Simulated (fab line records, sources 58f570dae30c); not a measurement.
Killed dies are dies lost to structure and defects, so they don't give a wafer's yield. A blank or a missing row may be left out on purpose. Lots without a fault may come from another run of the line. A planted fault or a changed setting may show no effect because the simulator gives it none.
Which tool did it? | flow berkeley_cmos170 | 14 lots, 42 wafers sampled, at 4 steps of a route of 331

WHAT THE GAUGES READ, wafer by wafer
UCB170_PVT_TW_MEAS_09.
lot  | measured    | on            | PVT_TW
L258 | day 6 06:22 | film_metro-01 | 505.8 505.8 506.6
L257 | day 6 06:47 | film_metro-04 | 511.6 507.0 509.4
L261 | day 6 17:24 | film_metro-04 | 507.2 507.7 509.1
L260 | day 6 17:47 | film_metro-01 | 504.8 504.5 507.0
L265 | day 7 20:41 | film_metro-04 | 509.8 503.8 509.4
L267 | day 8 05:49 | film_metro-01 | 507.7 509.3 508.7
L268 | day 8 06:19 | film_metro-01 | 506.9 507.1 507.4
L272 | day 8 15:15 | film_metro-02 | 488.2 485.6 487.4 487.2 486.4 488.1
L275 | day 8 22:29 | film_metro-04 | 508.4 508.8 508.2
L273 | day 8 22:41 | film_metro-02 | 487.0 486.5 482.3 486.9 488.3 486.7
L274 | day 8 22:56 | film_metro-02 | 509.3 510.8 513.1
L277 | day 9 16:02 | film_metro-01 | 504.3 505.2 506.4
L279 | day 9 21:58 | film_metro-02 | 512.0 511.0 510.9
L278 | day 9 22:15 | film_metro-02 | 509.2 510.0 508.4

UCB170_PLDD_OVL_MEAS_07.
lot  | measured     | on         | PLDD_OVL (nm)
L258 | day 6 20:13  | overlay-02 | -5 -7 -7
L257 | day 6 20:04  | overlay-01 | -1 -3 -7
L261 | day 7 05:59  | overlay-01 | -10 -3 -4
L260 | day 7 06:07  | overlay-01 | -6 -7 -4
L265 | day 8 09:16  | overlay-02 | -7 -6 -8
L267 | day 8 18:15  | overlay-02 | -2 -2 -7
L268 | day 8 18:19  | overlay-01 | 0 3 2
L272 | day 9 07:18  | overlay-01 | -5 -7 -10
L275 | day 9 10:15  | overlay-01 | 1 -3 -3
L273 | day 9 10:22  | overlay-02 | -10 -14 -17
L274 | day 9 10:35  | overlay-01 | -2 -1 0
L277 | day 10 03:52 | overlay-02 | -8 -4 -4
L279 | day 10 11:10 | overlay-01 | -1 9 6
L278 | day 10 11:38 | overlay-02 | -9 -11 -10

UCB170_NLDD_CD_MEAS_06: target cd 1200 nm.
lot  | measured     | on        | cd_nm (nm)
L258 | day 6 22:11  | cd_sem-01 | 1201.0 1201.0 1200.3
L257 | day 6 21:55  | cd_sem-01 | 1202.0 1204.6 1202.4
L261 | day 7 08:04  | cd_sem-02 | 1200.3 1201.2 1199.7
L260 | day 7 08:11  | cd_sem-02 | 1200.3 1198.8 1199.6
L265 | day 8 10:56  | cd_sem-01 | 1202.8 1202.1 1203.0
L267 | day 8 21:01  | cd_sem-01 | 1199.6 1200.2 1201.3
L268 | day 8 21:17  | cd_sem-02 | 1201.5 1201.4 1201.1
L272 | day 9 08:56  | cd_sem-01 | 1204.4 1203.5 1203.2
L275 | day 9 12:20  | cd_sem-02 | 1198.8 1199.1 1199.0
L273 | day 9 12:34  | cd_sem-02 | 1200.6 1200.1 1201.0
L274 | day 9 12:41  | cd_sem-02 | 1199.2 1200.4 1200.0
L277 | day 10 06:53 | cd_sem-01 | 1198.5 1197.6 1196.8
L279 | day 10 12:59 | cd_sem-02 | 1200.0 1199.8 1200.3
L278 | day 10 13:28 | cd_sem-02 | 1199.1 1199.2 1198.2

WHICH TOOL RAN EACH LOT (tool, then ch and the chambers of the sampled wafers, then the start)
lot  | UCB170_PVT_IMPLANT_07
L258 | implanter-04 ch 0, day 6 06:07
L257 | implanter-04 ch 0, day 6 06:32
L261 | implanter-04 ch 0, day 6 17:09
L260 | implanter-03 ch 0, day 6 17:32
L265 | implanter-04 ch 0, day 7 20:26
L267 | implanter-02 ch 0, day 8 05:32
L268 | implanter-02 ch 0, day 8 06:05
L272 | implanter-02 ch 0, day 8 15:00
L275 | implanter-03 ch 0, day 8 22:16
L273 | implanter-02 ch 0, day 8 22:28
L274 | implanter-04 ch 0, day 8 22:41
L277 | implanter-03 ch 0, day 9 15:47
L279 | implanter-04 ch 0, day 9 21:43
L278 | implanter-03 ch 0, day 9 22:00
- UCB170_PVT_IMPLANT_07

WHAT THE TOOLS THEMSELVES READ (means of the sampled wafers that have a number; where no wafer has one, the mark that the record gives instead)
UCB170_PVT_IMPLANT_07.
lot  | tool         | beam_on_s (s)
L258 | implanter-04 | 10.05
L257 | implanter-04 | 10.03
L261 | implanter-04 | 9.93
L260 | implanter-03 | 10.09
L265 | implanter-04 | 10.10
L267 | implanter-02 | 10.11
L268 | implanter-02 | 9.89
L272 | implanter-02 | 10.17
L275 | implanter-03 | 9.66
L273 | implanter-02 | 9.93
L274 | implanter-04 | 10.02
L277 | implanter-03 | 10.09
L279 | implanter-04 | 10.03
L278 | implanter-03 | 9.97

THE ANSWER, worked out from the rows above alone
Rule: what is usual is taken from the lots themselves. Put in order of their means at a reading, lots are off if they are a third of the lots or fewer, leave a main group of 4 or more, and stand apart from it by a gap of 3 or more times the standard deviation of the main group's means; of several such gaps the widest counts. A main group whose means are all the same, to the digits that the tables above print for the reading, isn't used. A lot without any number at a reading at which 4 lots or more have one is off too. The other lots that the step has rows for count as sound. The gauges are gone through in route order, then the tools' own readings, and for those a lot's mean is taken as printed above. The first step at which some lot is off is used, and at that step the reading that is off furthest; a lot without a number counts as furthest.
Off: L272, L273, at UCB170_PVT_TW_MEAS_09 (PVT_TW). The main group: mean 508.1, standard deviation 1.9.
A tool fits if, at a process step before that reading, it ran every lot that is off, and no sound lot after the first of them. The gauges at UCB170_PVT_TW_MEAS_09 are tried like those tools. One fits: implanter-02 at UCB170_PVT_IMPLANT_07. Its last sound lot is L268 (day 8 06:05), its first lot that is off L272 (day 8 15:00): a fault that began between those two fits.

WHAT THE SIMULATOR HAD PUT IN
Process parameter drift: implanter-02, from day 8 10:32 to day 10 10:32, at UCB170_PVT_IMPLANT_07. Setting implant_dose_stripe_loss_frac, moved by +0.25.
Lots struck among those shown: L272, L273. The rule above found the same.
